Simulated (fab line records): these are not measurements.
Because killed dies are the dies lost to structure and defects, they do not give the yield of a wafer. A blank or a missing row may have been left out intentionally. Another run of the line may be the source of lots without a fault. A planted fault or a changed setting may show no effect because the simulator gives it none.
What tool caused it?	flow rit-cmos	45 wafers from 15 lots sampled at 2 of the route's 202 steps

WHAT THE GAUGES READ, wafer by wafer
RIT_ACTIVE_THK_MEAS_04. Usual: ACTIVE_NITRIDE_THK 152.6 nm, standard deviation 1.1.
lot	measured	on	ACTIVE_NITRIDE_THK (nm)	flag
L699	day 1 14:03	film-metro-01	153.2 153.6 153.7	
L702	day 2 05:35	film-metro-03	151.7 153.1 153.9	
L703	day 2 10:50	film-metro-01	152.9 152.2 153.7	
L704	day 2 15:06	film-metro-02	153.2 152.4 152.3	
L705	day 2 20:17	film-metro-02	154.7 153.4 153.4	
L708	day 3 12:28	film-metro-02	153.6 153.2 152.5	
L709	day 3 17:26	film-metro-02	254.8 255.2 256.5	OFF
L710	day 3 20:32	film-metro-02	255.5 256.9 257.4	OFF
L711	day 4 02:20	film-metro-02	257.0 257.1 256.1	OFF
L714	day 4 18:27	film-metro-01	151.8 152.6 152.6	
L715	day 4 22:11	film-metro-03	152.4 152.4 152.1	
L716	day 5 02:35	film-metro-02	153.2 151.5 152.8	
L717	day 5 09:07	film-metro-02	151.7 151.1 151.5	
L721	day 6 04:29	film-metro-01	151.1 151.3 151.3	
L722	day 6 08:32	film-metro-01	153.2 153.1 151.9	

WHAT TOOL EACH LOT RAN ON (gives the tool, then ch and the chambers of the sampled wafers, and finally the start)
lot	RIT_ACTIVE_CVD_03
L699	lpcvd-01 ch 1, day 1 12:38
L702	lpcvd-01 ch 0, day 2 03:27
L703	lpcvd-01 ch 0, day 2 08:41
L704	lpcvd-02 ch 0, day 2 13:40
L705	lpcvd-02 ch 1, day 2 18:09
L708	lpcvd-01 ch 0, day 3 11:03
L709	lpcvd-01 ch 1, day 3 16:00
L710	lpcvd-01 ch 1, day 3 19:07
L711	lpcvd-01 ch 0, day 4 00:55
L714	lpcvd-02 ch 1, day 4 16:18
L715	lpcvd-02 ch 1, day 4 20:46
L716	lpcvd-02 ch 0, day 5 01:09
L717	lpcvd-02 ch 0, day 5 07:41
L721	lpcvd-02 ch 0, day 6 03:04
L722	lpcvd-02 ch 1, day 6 07:07
- RIT_ACTIVE_CVD_03: deposits Si3N4 from SiH2Cl2/NH3, target thk 150 nm, time 1527 s.

WHAT THE TOOLS THEMSELVES READ (means of the sampled wafers that have a number; where no wafer has one, the mark that the record gives instead)
RIT_ACTIVE_CVD_03. Usual: nh3-flow-sccm 150.1 sccm, standard deviation 0.46; spike-tc-centre-C 812.7 C, standard deviation 1.4; spike-tc-load-C 835.0 C, standard deviation 1.3; spike-tc-source-C 833 C, standard deviation 3.4.
lot	tool	nh3-flow-sccm (sccm)	spike-tc-centre-C (C)	spike-tc-load-C (C)	spike-tc-source-C (C)	flag
L699	lpcvd-01	149.8	811.2	836.0	830	
L702	lpcvd-01	149.9	813.7	835.0	834	
L703	lpcvd-01	150.9	814.0	835.1	836	
L704	lpcvd-02	149.9	811.8	833.8	835	
L705	lpcvd-02	149.8	812.5	833.5	828	
L708	lpcvd-01	150.9	813.7	835.1	836	
L709	lpcvd-01	150.6	857.2	880.4	876	OFF
L710	lpcvd-01	150.0	856.5	881.4	876	OFF
L711	lpcvd-01	149.9	857.5	880.2	881	OFF
L714	lpcvd-02	150.4	813.2	834.3	828	
L715	lpcvd-02	149.8	812.3	833.0	828	
L716	lpcvd-02	150.2	811.8	833.7	835	
L717	lpcvd-02	149.9	811.4	834.1	835	
L721	lpcvd-02	149.8	811.4	834.2	836	
L722	lpcvd-02	150.4	812.3	834.2	828	

THE ANSWER, worked out from the rows above alone
Rule: a lot is off if the mean of its wafers that have a number lies more than 3 standard deviations from the usual mean. Also off: a lot with no number at a reading for which 4 or more lots have one. Any other lot the step has rows for is counted as sound. Order of review: gauges by route order, followed by the tools' own readings, for which a lot's mean as printed above is used. At the first step where some lot is off, the reading lying furthest off is the one used; lots without a number count as furthest.
Off: L709, L710, L711, at RIT_ACTIVE_THK_MEAS_04 (ACTIVE_NITRIDE_THK).
If a tool, at a process step before that reading, ran all the lots that are off and no sound lot after the first of them, it fits. Not tried: the gauges at RIT_ACTIVE_THK_MEAS_04; whatever is off there is also off at RIT_ACTIVE_CVD_03, on other tools, and gauge error can't account for it. One fits: lpcvd-01 at RIT_ACTIVE_CVD_03. A fault onset in the window from L708 (day 3 11:03, its last sound lot) to L709 (day 3 16:00, its first lot off) fits.
The tool's own readings at RIT_ACTIVE_CVD_03 bear it out: on the lots that are off they differ by more than 5 times the standard deviation of the sound lots' means. spike-tc-centre-C reads 857.1 C there against 812.4 C on the sound lots; spike-tc-load-C reads 880.7 C there against 834.3 C on the sound lots; spike-tc-source-C reads 878 C there against 832 C on the sound lots.

WHAT HAD BEEN PUT IN BY THE SIMULATOR
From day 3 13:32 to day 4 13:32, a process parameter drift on lpcvd-01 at RIT_ACTIVE_CVD_03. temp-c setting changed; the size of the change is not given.
Shown lots that were struck: L709, L710, L711. The rule above reached the same finding.
